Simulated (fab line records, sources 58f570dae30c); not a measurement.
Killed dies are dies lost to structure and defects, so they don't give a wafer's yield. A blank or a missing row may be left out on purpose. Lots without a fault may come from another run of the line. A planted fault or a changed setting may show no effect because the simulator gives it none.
Chamber matching | flow berkeley_cmos170 | UCB170_M1_ETCH_11 on rie_diel-01: 4 sister chambers
The step etches BARC in N2/H2. 14 wafers are shown with their chamber, then 7 later ones without.

WAFERS WITH THEIR CHAMBER
wafer  | chamber | throttle_valve_pct (%) | drypump_motor_current_A (A) | oes_product_au (a.u.)
L242.2 | 0       | 13.10                  | 5.2                         | 0.95
L242.5 | 0       | 13.09                  | 5.2                         | 0.94
L242.6 | 3       | 13.17                  | 5.1                         | 1.03
L243.1 | 0       | 13.10                  | 5.2                         | 0.93
L243.3 | 3       | 13.17                  | 5.0                         | 1.02
L243.4 | 1       | 13.70                  | 5.5                         | 0.96
L245.3 | 0       | 13.11                  | 5.1                         | 0.95
L245.5 | 1       | 13.69                  | 5.5                         | 0.97
L245.6 | 0       | 13.10                  | 5.2                         | 0.94
L247.1 | 3       | 13.18                  | 5.0                         | 1.03
L247.2 | 2       | 13.41                  | 5.1                         | 0.98
L247.6 | 1       | 13.70                  | 5.5                         | 0.97
L249.2 | 3       | 13.17                  | 5.0                         | 1.02
L249.5 | 1       | 13.69                  | 5.5                         | 0.97

SIGNATURES (means of the wafers above)
reading                 | chamber 0 | chamber 1 | chamber 2 | chamber 3 | scatter within a chamber
throttle_valve_pct      | 13.1000   | 13.6950   | 13.4100   | 13.1725   | 0.00612
drypump_motor_current_A | 5.180     | 5.500     | 5.100     | 5.025     | 0.0394
oes_product_au          | 0.9420    | 0.9675    | 0.9800    | 1.0250    | 0.00675
Rule: a wafer's distance from a chamber is the root of the sum, over the readings, of the square of ((its reading less the chamber's mean) divided by the reading's scatter). The wafer belongs to the nearest chamber; if the next one is less than 2 further off, it can't be placed. The scatter: the root of (the sum of the squares of (reading less its chamber's mean) over the shown wafers, divided by (wafers less chambers)).

WAFERS WITHOUT THEIR CHAMBER
wafer  | throttle_valve_pct (%) | drypump_motor_current_A (A) | oes_product_au (a.u.)
L249.6 | 13.42                  | 5.0                         | 0.99
L252.2 | 13.71                  | 5.4                         | 0.97
L252.3 | 13.09                  | 5.2                         | 0.94
L252.4 | 13.40                  | 5.0                         | 0.98
L253.2 | 13.41                  | 5.0                         | 0.98
L253.4 | 13.19                  | 5.1                         | 1.02
L253.5 | 13.17                  | 5.1                         | 1.02

WHICH CHAMBER EACH WENT THROUGH
wafer  | from the rows above | in truth
L249.6 | 2                   | 2
L252.2 | 1                   | 1
L252.3 | 0                   | 0
L252.4 | 2                   | 2
L253.2 | 2                   | 2
L253.4 | 3                   | 3
L253.5 | 3                   | 3
Placed correctly: 7 of 7. Can't be placed from these rows: 0. Placed wrongly: 0.
